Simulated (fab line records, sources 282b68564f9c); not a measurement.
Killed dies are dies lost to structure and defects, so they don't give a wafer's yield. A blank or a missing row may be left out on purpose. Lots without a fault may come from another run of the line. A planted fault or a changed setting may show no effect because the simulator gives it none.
fab line records | flow rit_cmos
record lots=7 wafers=21 last_day=7
route steps=202 shown NLDD@107 PLDD@114 M1@202
lots that met no fault: from a run of the same line without faults
start_h: hours from the record's first day to the start of the lot's first wafer shown | wait_h: hours since the lot's step before | " the same as in the row above | L1.1+2: a row that stands for several wafers | - no value, or no start given | * or withheld: withheld | < > ~ a bound
route shown NAME@n: a module of which the file shows steps, and the number in the route of the first | usual: mean/standard deviation of fault-free wafers | same: alike in all rows | chamber/n: place in a boat | sites: the reading at each site | _std_site: their standard deviation | _edge_site: outer sites' mean less inner sites' | radius_mm: how far each site lies from the wafer's centre | mask NAME#n: copy n | behind: the tool/chamber that last shaped the wafer | hold: why the lot was held/for how many hours/how that ended | device: the transistor (n, p or np) that didn't switch | end of line: the same wafers' tests at the end of the route | a step without rows: its recipe alone | killed: dies lost to structure and defects at the first sort, not the wafer's yield | map: a wafer's dies, x killed, . not, _ none there
set.NAME: the setting as run; set.NAME@STEP: as run at that earlier step | model.NAME: the simulator's own value behind a step, which no gauge read
lots at some steps of the route; a table a step, a row a wafer
services: from which hour (start_h, from the record's first day; less than 0 if before it) a tool's chamber was out of use, for how many hours, and why
## steps
# step RIT_NLDD_PEB_04
# recipe resist=NOVOLAK temp_c=withheld time_s=withheld
# step RIT_NLDD_DEVELOP_05
# recipe resist=NOVOLAK develop_time_s=50 dev_temp_c=23
# step RIT_NLDD_OVL_MEAS_06
# usual NLDD_OVL=0.5/1.5
# columns lot.wafer tool chamber start_h wait_h NLDD_OVL[nm]
L121.2 overlay-01 - 68.28 - 1.3
L121.4 " - " " 0.6
L121.5 " - " " 1.4
L126.2 overlay-01 - 98.03 - 1.6
L126.4 " - " " 1.1
L126.5 " - " " 0.1
L129.1 overlay-01 - 110.18 - 1.1
L129.3 " - " " 0.4
L129.4 " - " " 0.7
L130.2 overlay-01 - 110.32 - -1.1
L130.3 " - " " 1.1
L130.6 " - " " 2.2
L134.1 overlay-01 - 134.49 - 1.8
L134.4 " - " " -0.2
L134.5 " - " " 2.0
L137.2 overlay-02 - 147.15 - -2.3
L137.3 " - " " 0.2
L137.4 " - " " -2.1
L140.1 overlay-02 - 162.57 - 0.9
L140.2 " - " " 2.4
L140.4 " - " " -0.2
# step RIT_NLDD_HARDBAKE_07
# recipe resist=NOVOLAK temp_c=140 time_s=60
# step RIT_NLDD_IMPLANT_08
# recipe species=P energy_kev=20 dose_cm2=5e+14 tilt_deg=7
# step RIT_NLDD_STRIP_09
# recipe chemistry=O2 time_s=180 resist=NOVOLAK platen_temp_c=withheld power_w=500 pressure_mtorr=4000 o2_flow_sccm=4000
# usual drypump_motor_current_A=6.10/0.27
# columns lot.wafer tool chamber start_h wait_h drypump_motor_current_A rf_hours_counter_h
L121.2 plasma_asher-01 0 68.61 0.1 5.69 42
L121.4 " 0 " " 5.65 -
L121.5 " 0 " " 5.65 -
L126.2 plasma_asher-03 1 98.42 0.1 6.13 45
L126.4 " 0 " " 5.91 -
L126.5 " 0 " " 5.87 -
L129.1 plasma_asher-03 1 110.62 0.1 6.13 46
L129.3 " 0 " " 5.90 -
L129.4 " 1 " " 6.12 -
L130.2 plasma_asher-03 1 110.79 0.2 6.11 46
L130.3 " 1 " " 6.15 -
L130.6 " 0 " " 5.91 -
L134.1 plasma_asher-01 1 134.83 0.1 6.38 49
L134.4 " 1 " " 6.36 -
L134.5 " 0 " " 5.67 -
L137.2 plasma_asher-01 0 147.48 0.1 5.68 51
L137.3 " 0 " " 5.67 -
L137.4 " 1 " " 6.36 -
L140.1 plasma_asher-03 1 163.04 0.1 6.14 52
L140.2 " 0 " " 5.90 52
L140.4 " 1 " " 6.11 -
# step RIT_NLDD_TW_MEAS_10
# usual NLDD_TW=2500/17
# columns lot.wafer tool chamber start_h wait_h NLDD_TW
L121.2 film_metro-02 - 68.80 0.1 2519
L121.4 " - " " 2526
L121.5 " - " " 2542
L126.2 film_metro-03 - 98.61 0.1 2481
L126.4 " - " " 2470
L126.5 " - " " 2485
L129.1 film_metro-02 - 110.79 0.1 2513
L129.3 " - " " 2518
L129.4 " - " " 2502
L130.2 film_metro-02 - 110.98 0.1 2513
L130.3 " - " " 2524
L130.6 " - " " 2516
L134.1 film_metro-02 - 135.03 0.1 2498
L134.4 " - " " 2513
L134.5 " - " " 2520
L137.2 film_metro-03 - 147.67 0.1 2497
L137.3 " - " " 2500
L137.4 " - " " 2499
L140.1 film_metro-02 - 163.21 0.1 2499
L140.2 " - " " 2515
L140.4 " - " " 2517
# step RIT_PLDD_HMDS_00
# recipe prime_time_s=60 prime_temp_c=140
# step RIT_PLDD_COAT_01
# recipe resist=NOVOLAK spin_rpm=3250 resist_thk_nm=1000
# step RIT_PLDD_SOFTBAKE_02
# recipe resist=NOVOLAK temp_c=90 time_s=60
# step RIT_PLDD_EXPOSE_03
# recipe mask_id=M8 na=0.57 target_cd_nm=40900 dose_mj=250
# step RIT_PLDD_PEB_04
# recipe resist=NOVOLAK temp_c=withheld time_s=withheld
# step RIT_PLDD_DEVELOP_05
# recipe resist=NOVOLAK develop_time_s=50 dev_temp_c=23
# columns lot.wafer tool chamber start_h wait_h
L121.2+4+5 litho_track-01 0 69 -
L126.2+4+5 litho_track-01 0 99 -
L129.1+3+4 litho_track-01 0 111 -
L130.2+3+6 litho_track-01 0 111 -
L134.1+4+5 litho_track-03 0 135 -
L137.2+3+4 litho_track-04 0 148 -
L140.1+2+4 litho_track-04 0 163 -
# step RIT_PLDD_OVL_MEAS_06
# usual PLDD_OVL=-0.3/1.2
# columns lot.wafer tool chamber start_h wait_h PLDD_OVL[nm]
L121.2 overlay-02 - 69.83 - 1.2
L121.4 " - " " 0.8
L121.5 " - " " 1.2
L126.2 overlay-01 - 99.64 - 0.1
L126.4 " - " " -0.7
L126.5 " - " " -0.9
L129.1 overlay-01 - 111.83 - -0.9
L129.3 " - " " -0.2
L129.4 " - " " -1.8
L130.2 overlay-01 - 112.11 - 1.3
L130.3 " - " " 1.9
L130.6 " - " " 2.0
L134.1 overlay-01 - 135.94 - -1.5
L134.4 " - " " 0.9
L134.5 " - " " 0.8
L137.2 overlay-02 - 148.70 - 0.4
L137.3 " - " " -1.2
L137.4 " - " " -0.7
L140.1 overlay-02 - 164.12 - 2.4
L140.2 " - " " 1.1
L140.4 " - " " 0.7
# step RIT_PLDD_HARDBAKE_07
# recipe resist=NOVOLAK temp_c=140 time_s=60
# step RIT_PLDD_IMPLANT_08
# recipe species=BF2 energy_kev=20 dose_cm2=8.897e+14 tilt_deg=7
# step RIT_PLDD_STRIP_09
# recipe chemistry=O2 time_s=180 resist=NOVOLAK platen_temp_c=withheld power_w=500 pressure_mtorr=4000 o2_flow_sccm=4000
# usual drypump_motor_current_A=6.0/0.37
# columns lot.wafer tool chamber start_h wait_h drypump_motor_current_A rf_hours_counter_h
L121.2 plasma_asher-04 0 70.16 0.1 5.8 28
L121.4 " 0 " " 5.8 -
L121.5 " 1 " " 5.4 -
L126.2 plasma_asher-01 0 99.97 0.1 5.6 44
L126.4 " 1 " " 6.3 -
L126.5 " 0 " " 5.6 -
L129.1 plasma_asher-01 1 112.41 0.1 6.4 45
L129.3 " 0 " " 5.6 -
L129.4 " 1 " " 6.4 -
L130.2 plasma_asher-04 0 112.44 0.1 5.8 33
L130.3 " 0 " " 5.8 -
L130.6 " 1 " " 5.4 -
L134.1 plasma_asher-01 1 136.27 0.1 6.4 49
L134.4 " 1 " " 6.4 -
L134.5 " 0 " " 5.6 -
L137.2 plasma_asher-02 0 149.03 0.1 6.2 5
L137.3 " 1 " " 6.3 -
L137.4 " 0 " " 6.3 -
L140.1 plasma_asher-01 1 164.46 0.1 6.4 54
L140.2 " 0 " " 5.6 54
L140.4 " 0 " " 5.6 -
# step RIT_PLDD_TW_MEAS_10
# usual PLDD_TW=2348/14
# columns lot.wafer tool chamber start_h wait_h hold PLDD_TW
L121.2 film_metro-02 - 70.34 0.1 - 2379
L121.4 " - " " - 2377
L121.5 " - " " - 2387
L126.2 film_metro-03 - 100.15 0.1 await_dispo/0.2h/release 30
L126.4 " - " " await_dispo/0.2h/release 30
L126.5 " - " " await_dispo/0.2h/release 30
L126.2 film_metro-03 - 100.38 0.2 - 30
L126.4 " - " " - 30
L126.5 " - " " - 30
L129.1 film_metro-02 - 112.58 0.1 await_dispo/0.2h/release 30
L129.3 " - " " await_dispo/0.2h/release 30
L129.4 " - " " await_dispo/0.2h/release 30
L129.1 film_metro-02 - 112.81 0.2 - 30
L129.3 " - " " - 30
L129.4 " - " " - 30
L130.2 film_metro-03 - 112.63 0.1 await_dispo/0.2h/release 30
L130.3 " - " " await_dispo/0.2h/release 30
L130.6 " - " " await_dispo/0.2h/release 30
L130.2 film_metro-03 - 112.86 0.2 - 30
L130.3 " - " " - 30
L130.6 " - " " - 30
L134.1 film_metro-03 - 136.45 0.1 - 2352
L134.4 " - " " - 2358
L134.5 " - " " - 2345
L137.2 film_metro-02 - 149.21 0.1 - 2353
L137.3 " - " " - 2355
L137.4 " - " " - 2354
L140.1 film_metro-01 - 164.63 0.1 - 2342
L140.2 " - " " - 2337
L140.4 " - " " - 2351
# step RIT_M1_PROBE_99
# usual defect_limited_yield=97.4/1.1 killed_at_front_end=6.8/2.9 killed_dies=6.9/2.9 killed_open=3.3/1.9 killed_short=3.6/1.9 sort_bin_3_pad_short=0.1/0.23 sort_bin_5_function=1.5/0.78 sort_bin_6_memory=1.0/0.64 sort_n_pass=257.1/2.9 sort_yield_pct=97.4/1.1
# same gross_dies=264 killed_at_M0_to_M3=0 killed_at_M4_up=0 killed_at_back_side=0 killed_at_contacts=0 killed_at_other=0
# columns lot.wafer tool chamber start_h wait_h defect_limited_yield[%] killed_at_front_end killed_dies killed_open killed_short sort_bin_3_pad_short[%] sort_bin_5_function[%] sort_bin_6_memory[%] sort_n_pass sort_yield_pct[%]
L121.2 prober-02 - 85.60 0.1 97.3 7 7 3 4 0 2.7 0 257.0 97.3
L121.4 prober-02 - 85.70 0.2 98.1 5 5 3 2 0 1.5 0.4 259.0 98.1
L121.5 prober-02 - 85.75 0.2 97.7 6 6 3 3 0.4 0.8 1.1 258.0 97.7
L134.1 prober-02 - 150.04 0.1 98.5 4 4 1 3 0 1.1 0.4 260.0 98.5
L134.4 prober-02 - 150.19 0.2 97.7 6 6 1 5 0 1.9 0.4 258.0 97.7
L134.5 prober-02 - 150.24 0.2 98.1 5 5 0 5 0 0.4 1.5 259.0 98.1
L137.2 prober-01 - 164.30 0.1 97.3 7 7 4 3 0 1.9 0.8 257.0 97.3
L137.3 prober-01 - 164.35 0.2 98.1 5 5 4 1 0 1.1 0.8 259.0 98.1
L137.4 prober-01 - 164.40 0.2 98.5 4 4 1 3 0 1.1 0.4 260.0 98.5
L140.1 prober-02 - 178.28 0.1 97.7 6 6 3 3 0 1.5 0.8 258.0 97.7
L140.2 prober-02 - 178.33 0.1 98.1 5 5 4 1 0 1.5 0.4 259.0 98.1
L140.4 prober-02 - 178.43 0.2 95.8 11 11 6 5 0.4 1.9 1.9 253.0 95.8
# killed by level:class
L121.2 FOX1:geometric_particle:short=3 FOX1:geometric_particle:open=1 GATE:geometric_particle:short=1 GATE:geometric_particle:open=1 SILICIDE:geometric_particle:open=1
L121.4 SILICIDE:geometric_particle:open=3 FOX1:geometric_particle:short=1 GATE:geometric_particle:short=1
L121.5 SPACER:geometric_particle:open=2 GATE:geometric_particle:open=1 GATE:geometric_particle:short=1 REOX:geometric_particle:short=1 SILICIDE:geometric_particle:short=1
L134.1 GATE:geometric_particle:short=2 GATE:geometric_particle:open=1 SPACER:geometric_particle:short=1
L134.4 GATE:geometric_particle:short=2 FOX1:geometric_particle:open=1 FOX2:geometric_particle:short=1 SPACER:geometric_particle:short=1 SILICIDE:geometric_particle:short=1
L134.5 GATE:geometric_particle:short=3 FOX2:geometric_particle:short=1 SILICIDE:geometric_particle:short=1
L137.2 REOX:geometric_particle:open=2 FOX2:geometric_particle:short=1 GATE:geometric_particle:short=1 GATE:geometric_particle:open=1 REOX:geometric_particle:short=1 SPACER:geometric_particle:open=1
L137.3 REOX:geometric_particle:open=2 SPACER:geometric_particle:open=2 FOX2:geometric_particle:short=1
L137.4 REOX:geometric_particle:short=2 GATE:geometric_particle:short=1 SPACER:geometric_particle:open=1
L140.1 GATE:geometric_particle:short=2 GATE:geometric_particle:open=2 FOX1:geometric_particle:short=1 FOX1:geometric_particle:open=1
L140.2 FOX1:geometric_particle:open=1 REOX:geometric_particle:open=1 SPACER:geometric_particle:open=1 SILICIDE:geometric_particle:short=1 SILICIDE:geometric_particle:open=1
L140.4 REOX:geometric_particle:short=3 REOX:geometric_particle:open=2 FOX1:geometric_particle:open=1 FOX2:geometric_particle:open=1 GATE:geometric_particle:open=1 SPACER:geometric_particle:short=1 SILICIDE:geometric_particle:short=1 SILICIDE:geometric_particle:open=1
## services
# columns tool chamber start_h hours kind
plasma_asher-01 - 48.61 8.9 repair
plasma_asher-01 - 74.01 19.3 repair
plasma_asher-02 - 108.75 9.0 pm
plasma_asher-02 0 108.75 9.0 vent_cycle
plasma_asher-02 1 108.75 9.0 vent_cycle
plasma_asher-02 0 117.75 - clean
plasma_asher-02 1 117.75 - clean
plasma_asher-03 - 128.34 14.6 pm
plasma_asher-04 - 154.19 2.9 repair
## key
first_sign step=RIT_PLDD_TW_MEAS_10 reading=visit direction=added
effect step=RIT_PLDD_TW_MEAS_10 reading=PLDD_TW direction=down sigmas=99+ usual=2348 struck=30
met_at RIT_PLDD_DEVELOP_05
struck_wafers L126.2,L126.4,L126.5,L129.1,L129.3,L129.4,L130.2,L130.3,L130.6
scrapped_behind RIT_PLDD_TW_MEAS_10 L126.2,L126.4,L126.5,L129.1,L129.3,L129.4,L130.2,L130.3,L130.6
onset_between 69 99
fault kind=process_parameter_drift tool=litho_track-01 chamber=- onset_h=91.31 steps=RIT_PLDD_DEVELOP_05 channel=develop_time_s offset=* shape=step end_h=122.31 acts_in=* stated=*
